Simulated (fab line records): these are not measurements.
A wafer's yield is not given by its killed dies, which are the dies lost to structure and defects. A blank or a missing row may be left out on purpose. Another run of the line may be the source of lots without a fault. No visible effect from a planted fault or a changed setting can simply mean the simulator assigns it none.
A sampling plan put to the test -- flow berkeley cmos170 -- one fab line, 18 faults that these records tell of, each judged on the records of the lots that it struck; 3 more are left out, because the records don't allow judging them
Plan = the line's own looks (route steps where a gauge or an inspection reads the wafer without altering it). A look is open to judgement when struck wafers have a number at it and the file gives its usual mean and standard deviation on fault-free wafers. Caught: the struck wafers' mean, at a look after the fault's first step, is 4 or more of those standard deviations (sigma) away from the usual mean. On the tool: here the same test is run on the tool's own readings at the fault's steps. If the struck wafers alone have a blank record, or they carry another recipe, that too counts as caught.

THE FAULTS, as the simulator had put them in
1. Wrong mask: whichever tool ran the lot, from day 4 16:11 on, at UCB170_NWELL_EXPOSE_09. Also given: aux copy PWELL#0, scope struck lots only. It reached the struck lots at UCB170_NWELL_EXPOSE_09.
2. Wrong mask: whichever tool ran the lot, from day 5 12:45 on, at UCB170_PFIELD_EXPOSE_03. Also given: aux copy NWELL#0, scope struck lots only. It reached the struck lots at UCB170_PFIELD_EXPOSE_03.
3. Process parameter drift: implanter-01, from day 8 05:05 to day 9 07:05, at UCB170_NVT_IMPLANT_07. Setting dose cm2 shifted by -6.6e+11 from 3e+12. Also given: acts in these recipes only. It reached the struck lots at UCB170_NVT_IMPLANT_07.
4. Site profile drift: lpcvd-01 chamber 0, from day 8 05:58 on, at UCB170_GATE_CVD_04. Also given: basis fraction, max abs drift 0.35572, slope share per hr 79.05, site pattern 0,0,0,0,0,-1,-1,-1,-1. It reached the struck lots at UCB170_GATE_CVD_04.
5. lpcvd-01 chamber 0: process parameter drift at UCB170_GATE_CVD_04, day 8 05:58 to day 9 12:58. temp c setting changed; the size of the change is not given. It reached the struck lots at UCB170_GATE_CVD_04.
6. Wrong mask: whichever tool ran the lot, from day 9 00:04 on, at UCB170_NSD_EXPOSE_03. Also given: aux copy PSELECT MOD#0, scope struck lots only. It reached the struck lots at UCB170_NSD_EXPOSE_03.
7. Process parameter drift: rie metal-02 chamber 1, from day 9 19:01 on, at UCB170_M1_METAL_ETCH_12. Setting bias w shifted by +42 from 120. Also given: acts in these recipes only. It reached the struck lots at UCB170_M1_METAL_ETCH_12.
8. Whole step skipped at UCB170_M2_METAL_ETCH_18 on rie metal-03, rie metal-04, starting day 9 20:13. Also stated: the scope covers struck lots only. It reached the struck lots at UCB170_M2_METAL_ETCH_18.
9. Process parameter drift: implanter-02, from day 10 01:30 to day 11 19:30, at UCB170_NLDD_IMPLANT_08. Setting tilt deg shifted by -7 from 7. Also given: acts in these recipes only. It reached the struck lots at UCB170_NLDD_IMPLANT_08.
10. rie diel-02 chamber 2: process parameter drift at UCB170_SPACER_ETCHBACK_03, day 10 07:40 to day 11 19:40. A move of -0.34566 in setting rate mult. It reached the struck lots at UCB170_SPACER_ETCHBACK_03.
11. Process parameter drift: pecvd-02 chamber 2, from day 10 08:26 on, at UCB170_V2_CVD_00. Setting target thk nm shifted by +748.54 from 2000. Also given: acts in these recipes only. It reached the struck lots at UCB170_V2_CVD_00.
12. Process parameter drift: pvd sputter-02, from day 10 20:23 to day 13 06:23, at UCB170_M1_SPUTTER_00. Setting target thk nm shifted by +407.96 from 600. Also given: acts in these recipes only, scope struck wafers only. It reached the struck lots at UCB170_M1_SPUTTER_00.
13. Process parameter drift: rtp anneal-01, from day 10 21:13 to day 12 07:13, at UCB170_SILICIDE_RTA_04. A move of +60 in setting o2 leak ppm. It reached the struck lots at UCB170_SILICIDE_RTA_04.
14. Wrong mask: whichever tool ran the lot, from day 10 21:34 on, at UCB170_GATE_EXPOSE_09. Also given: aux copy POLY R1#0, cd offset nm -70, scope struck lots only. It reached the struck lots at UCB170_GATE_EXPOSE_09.
15. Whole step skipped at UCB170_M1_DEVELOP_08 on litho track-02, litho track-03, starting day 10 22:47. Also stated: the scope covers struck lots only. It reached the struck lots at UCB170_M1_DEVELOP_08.
16. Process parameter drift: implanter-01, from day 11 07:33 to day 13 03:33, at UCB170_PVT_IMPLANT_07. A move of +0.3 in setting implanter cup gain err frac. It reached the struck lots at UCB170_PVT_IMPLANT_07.
17. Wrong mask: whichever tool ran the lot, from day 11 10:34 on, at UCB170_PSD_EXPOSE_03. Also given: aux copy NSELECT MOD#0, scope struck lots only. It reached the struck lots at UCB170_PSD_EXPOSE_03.
18. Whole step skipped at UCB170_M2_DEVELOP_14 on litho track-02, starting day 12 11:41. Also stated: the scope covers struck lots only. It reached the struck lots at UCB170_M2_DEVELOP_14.

WHAT THE PLAN SAW
fault,on the tool itself,first look that catches it,"reading, sigma",median hours from its first step to that look,hours from the fault's start to the first struck lot there,judged looks passed uncaught
1,no reading that can be judged,UCB170_NWELL_TW_MEAS_16,NWELL_TW -99 or beyond,2.0,2,0
2,under 2 sigma,UCB170_PFIELD_TW_MEAS_09,PFIELD_TW -96,1.4,2,0
3,dose ions cm2 -99 or beyond sigma,UCB170_NVT_TW_MEAS_09,NVT_TW -8.1,0.2,9,0
4,under 2 sigma,UCB170_GATE_THK_MEAS_05,GATE_POLY_THK -15,1.4,7,0
5,susceptor temp C -39 sigma,UCB170_GATE_THK_MEAS_05,GATE_POLY_THK -25,1.4,7,0
6,no reading that can be judged,UCB170_NSD_TW_MEAS_10,NSD_TW -99 or beyond,0.8,5,0
7,bias w +99 or beyond sigma,no look after it can be judged,-,-,-,0
8,the tool's record is blank for the struck wafers,no look after it can be judged,-,-,-,0
9,tilt deg -99 or beyond sigma,UCB170_NLDD_TW_MEAS_11,NLDD_TW -5.1,0.4,1,0
10,oes product au -11 sigma,no look after it can be judged,-,-,-,0
11,under 2 sigma,UCB170_V2_THK_MEAS_01,V2_TEOS_THK +28,0.2,22,0
12,under 2 sigma,UCB170_M1_RS_MEAS_01,M1_AL_RS -42,0.1,1,0
13,chamber o2 ppm +99 or beyond sigma,no look after it can be judged,-,-,-,0
14,under 2 sigma,UCB170_GATE_CD_MEAS_12,cd nm -54,0.4,1,0
15,no reading that can be judged,no look after it can be judged,-,-,-,0
16,faraday current uA +15 sigma,UCB170_PVT_TW_MEAS_09,PVT_TW -10,0.2,1,0
17,under 2 sigma,UCB170_PSD_TW_MEAS_10,PSD_TW -99 or beyond,1.3,1,0
18,no reading that can be judged,no look after it can be judged,-,-,-,0
A dash: the fault isn't caught, or these records don't give the number.

Caught at a look: 12 of 18. Caught on the tool: 8 of 18. By one or the other: 16 of 18.
Caught on the tool alone: faults 7, 8, 10, 13.
Caught at a look alone: faults 1, 2, 4, 6, 11, 12, 14, 17.
Caught by neither: faults 15, 18.

THINNER SAMPLING
In the worst case, this is how late the first struck lot would be measured if the look that catches a fault measured only every second or every third lot, by lot number:
fault,"struck lots at that look, in order of time",every lot,every second lot,every third lot
1,L948,2 h,may miss it,may miss it
2,L459,2 h,may miss it,may miss it
3,"L522, L524",9 h,may miss all 2,may miss all 2
4,L940,7 h,may miss it,may miss it
5,L857,7 h,may miss it,may miss it
6,L801,5 h,may miss it,may miss it
9,"L606, L607",1 h,25 h,may miss all 2
11,L724,22 h,may miss it,may miss it
12,"L168, L172",1 h,may miss all 2,may miss all 2
14,L775,1 h,may miss it,may miss it
16,"L720, L723",1 h,32 h,may miss all 2
17,L946,1 h,may miss it,may miss it
The hour figures run from when the fault began to the first measured lot among those it struck. 4 sigma limit: tested on the pooled struck wafers, so a lone lot may be under it. Other struck lots may not be in these records.

THE LONGEST TIMED WAY FROM STEP TO LOOK
In fault 1, a median of 2.0 hours elapses between UCB170_NWELL_EXPOSE_09 and UCB170_NWELL_TW_MEAS_16. No look between them can be judged.
